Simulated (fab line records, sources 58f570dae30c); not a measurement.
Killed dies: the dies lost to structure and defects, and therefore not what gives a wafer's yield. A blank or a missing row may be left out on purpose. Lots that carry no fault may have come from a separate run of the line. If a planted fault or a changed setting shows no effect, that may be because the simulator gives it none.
Split-lot study || flow berkeley cmos170 || on a route of 331 steps: 5 lots, 23 wafers read

## ABOUT THE SPLIT
At UCB170_PSD_IMPLANT_08, the setting dose cm2 was moved away from the recipe's 3e+15 on 5 of the 23 wafers read, by -5.6% to -5.5%. The other wafers ran this setting at the recipe's value.

## FROM THE SPLIT TO THE READING: what the file shows between them, 6 steps
- UCB170_PSD_STRIP_09: strips in O2
- UCB170_NSD_IMPLANT_08 (also split here: energy kev)
- UCB170_NSD_STRIP_09: strips in O2
- UCB170_NSD_CLEAN_11: cleans in SPM, time 600 s
- UCB170_SDANNEAL_RTA_00: time 10 s
- UCB170_SDANNEAL_RTA_01: time 5 s

## THE READING
At UCB170_SDANNEAL_RS_MEAS_02, a four-point-probe measurement gives PSD_RS in ohm/sq. A value of 75.47 ohm/sq with a standard deviation of 0.25 ohm/sq is what fault-free wafers of this fab line usually give.

{"wafer": "L076.1", "tool, chamber at the split": "implanter-04, 0", "dose cm2 as run": 3e+15, "against the recipe": "recipe", "PSD_RS, ohm/sq": 75.69, "against lot-mates on the recipe": "-"}
{"wafer": "L076.2", "tool, chamber at the split": "implanter-04, 0", "dose cm2 as run": 3e+15, "against the recipe": "recipe", "PSD_RS, ohm/sq": 75.97, "against lot-mates on the recipe": "-"}
{"wafer": "L076.3", "tool, chamber at the split": "implanter-04, 0", "dose cm2 as run": 3e+15, "against the recipe": "recipe", "PSD_RS, ohm/sq": 75.65, "against lot-mates on the recipe": "-"}
{"wafer": "L076.4", "tool, chamber at the split": "implanter-04, 0", "dose cm2 as run": 3e+15, "against the recipe": "recipe", "PSD_RS, ohm/sq": 75.77, "against lot-mates on the recipe": "-"}
{"wafer": "L076.5", "tool, chamber at the split": "implanter-04, 0", "dose cm2 as run": 3e+15, "against the recipe": "recipe", "PSD_RS, ohm/sq": 76.15, "against lot-mates on the recipe": "-"}
{"wafer": "L075.2", "tool, chamber at the split": "implanter-02, 0", "dose cm2 as run": 3e+15, "against the recipe": "recipe", "PSD_RS, ohm/sq": 75.93, "against lot-mates on the recipe": "-"}
{"wafer": "L075.3", "tool, chamber at the split": "implanter-02, 0", "dose cm2 as run": 3e+15, "against the recipe": "recipe", "PSD_RS, ohm/sq": 75.75, "against lot-mates on the recipe": "-"}
{"wafer": "L075.4", "tool, chamber at the split": "implanter-02, 0", "dose cm2 as run": 3e+15, "against the recipe": "recipe", "PSD_RS, ohm/sq": 75.66, "against lot-mates on the recipe": "-"}
{"wafer": "L075.5", "tool, chamber at the split": "implanter-02, 0", "dose cm2 as run": 3e+15, "against the recipe": "recipe", "PSD_RS, ohm/sq": 75.64, "against lot-mates on the recipe": "-"}
{"wafer": "L075.6", "tool, chamber at the split": "implanter-02, 0", "dose cm2 as run": 3e+15, "against the recipe": "recipe", "PSD_RS, ohm/sq": 75.70, "against lot-mates on the recipe": "-"}
{"wafer": "L079.1", "tool, chamber at the split": "implanter-02, 0", "dose cm2 as run": 3e+15, "against the recipe": "recipe", "PSD_RS, ohm/sq": 75.12, "against lot-mates on the recipe": "-"}
{"wafer": "L079.3", "tool, chamber at the split": "implanter-02, 0", "dose cm2 as run": 2.833e+15, "against the recipe": "-5.6%", "PSD_RS, ohm/sq": 78.31, "against lot-mates on the recipe": "+3.26"}
{"wafer": "L079.4", "tool, chamber at the split": "implanter-02, 0", "dose cm2 as run": 3e+15, "against the recipe": "recipe", "PSD_RS, ohm/sq": 74.93, "against lot-mates on the recipe": "-"}
{"wafer": "L079.5", "tool, chamber at the split": "implanter-02, 0", "dose cm2 as run": 2.833e+15, "against the recipe": "-5.6%", "PSD_RS, ohm/sq": 78.24, "against lot-mates on the recipe": "+3.19"}
{"wafer": "L079.6", "tool, chamber at the split": "implanter-02, 0", "dose cm2 as run": 3e+15, "against the recipe": "recipe", "PSD_RS, ohm/sq": 75.11, "against lot-mates on the recipe": "-"}
{"wafer": "L082.1", "tool, chamber at the split": "implanter-03, 0", "dose cm2 as run": 2.834e+15, "against the recipe": "-5.5%", "PSD_RS, ohm/sq": 78.64, "against lot-mates on the recipe": "+3.20"}
{"wafer": "L082.3", "tool, chamber at the split": "implanter-03, 0", "dose cm2 as run": 3e+15, "against the recipe": "recipe", "PSD_RS, ohm/sq": 75.38, "against lot-mates on the recipe": "-"}
{"wafer": "L082.4", "tool, chamber at the split": "implanter-03, 0", "dose cm2 as run": 2.834e+15, "against the recipe": "-5.5%", "PSD_RS, ohm/sq": 78.44, "against lot-mates on the recipe": "+3.00"}
{"wafer": "L082.5", "tool, chamber at the split": "implanter-03, 0", "dose cm2 as run": 2.834e+15, "against the recipe": "-5.5%", "PSD_RS, ohm/sq": 78.68, "against lot-mates on the recipe": "+3.24"}
{"wafer": "L082.6", "tool, chamber at the split": "implanter-03, 0", "dose cm2 as run": 3e+15, "against the recipe": "recipe", "PSD_RS, ohm/sq": 75.51, "against lot-mates on the recipe": "-"}
{"wafer": "L084.2", "tool, chamber at the split": "implanter-02, 0", "dose cm2 as run": 3e+15, "against the recipe": "recipe", "PSD_RS, ohm/sq": 75.67, "against lot-mates on the recipe": "-"}
{"wafer": "L084.5", "tool, chamber at the split": "implanter-02, 0", "dose cm2 as run": 3e+15, "against the recipe": "recipe", "PSD_RS, ohm/sq": 75.86, "against lot-mates on the recipe": "-"}
{"wafer": "L084.6", "tool, chamber at the split": "implanter-02, 0", "dose cm2 as run": 3e+15, "against the recipe": "recipe", "PSD_RS, ohm/sq": 75.37, "against lot-mates on the recipe": "-"}

THE FIT
A straight line over all 23 wafers: PSD_RS changes by -0.515 ohm/sq for each +1% of dose cm2; r = -0.97; the points scatter about the line by 0.3 ohm/sq.
The same after taking each lot's own level away (the mean of its wafers on the recipe; 23 wafers): -0.572 ohm/sq for each +1%; r = -0.99; scatter 0.14 ohm/sq.
That fit puts the effect of the largest move of dose cm2 on the reading at 3.2 ohm/sq.
The span of the lots' own levels, 75.053 to 75.846 ohm/sq, comes to 3.2 times the standard deviation stated above.
So the lot-to-lot level changes the slope little: the two slopes agree.
Check: with one of the wafers moved furthest among these (-5.6%) left out of the fit, the line predicts +3.17 ohm/sq for it against its lot-mates. It came out at +3.26 ohm/sq against them.

## OTHER SPLITS APPLIED TO THESE WAFERS
Note: prior to the reading, these wafers also went through further splits. Each is held against what the fit with the lots' levels taken away leaves over:
{"other split on the same wafers": "UCB170_NSD_IMPLANT_08 energy kev", "wafers away from the commonest value": 8, "r with PSD_RS (lot level and that fit taken away)": "+0.17"}

## THE WHOLE CHAIN: every reading that the file lists as answering this split, in the file's order
{"step": "UCB170_PSD_STRIP_09", "what it does": "strips in O2", "reading": "strip time to endpoint s", "change (the file's fit)": "withheld for each +1% of the setting", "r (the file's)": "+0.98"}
{"step": "UCB170_SDANNEAL_RS_MEAS_02", "what it does": "measures by four-point-probe", "reading": "PSD_RS", "change (the file's fit)": "-0.573 for each +1% of the setting", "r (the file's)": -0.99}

## FILE'S OWN FIT
PSD_RS changes by -0.573 ohm/sq for each +1% of dose cm2, r = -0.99.
